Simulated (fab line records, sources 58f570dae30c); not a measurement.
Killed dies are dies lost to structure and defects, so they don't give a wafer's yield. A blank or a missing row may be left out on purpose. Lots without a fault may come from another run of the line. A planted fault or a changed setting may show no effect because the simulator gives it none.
Which tool did it? | flow berkeley_cmos170 | 7 lots, 21 wafers sampled, at 1 step of a route of 331

WHAT THE GAUGES READ, wafer by wafer
UCB170_PWELL_THK_MEAS_03.
lot  | measured    | on            | PWELL_OXIDE_THK (nm)
L792 | day 4 02:50 | film_metro-02 | 25.8 25.9 26.1
L796 | day 4 16:31 | film_metro-04 | 26.6 26.3 26.2
L794 | day 4 16:32 | film_metro-01 | 25.4 25.2 25.6
L798 | day 5 04:37 | film_metro-02 | 26.4 26.8 26.3
L800 | day 5 04:40 | film_metro-01 | 26.5 27.0 27.0
L809 | day 6 23:23 | film_metro-04 | 26.2 26.5 26.1
L814 | day 7 18:29 | film_metro-02 | 26.3 26.2 26.5

WHICH TOOL RAN EACH LOT (tool, then ch and the chambers of the sampled wafers, then the start)
The record holds no process step before these readings.

THE ANSWER, worked out from the rows above alone
Rule: what is usual is taken from the lots themselves. Put in order of their means at a reading, lots are off if they are a third of the lots or fewer, leave a main group of 4 or more, and stand apart from it by a gap of 3 or more times the standard deviation of the main group's means; of several such gaps the widest counts. A main group whose means are all the same, to the digits that the tables above print for the reading, isn't used. A lot without any number at a reading at which 4 lots or more have one is off too. The other lots that the step has rows for count as sound.
No lot is off at any reading shown: from this, nothing can be told.

WHAT THE SIMULATOR HAD PUT IN
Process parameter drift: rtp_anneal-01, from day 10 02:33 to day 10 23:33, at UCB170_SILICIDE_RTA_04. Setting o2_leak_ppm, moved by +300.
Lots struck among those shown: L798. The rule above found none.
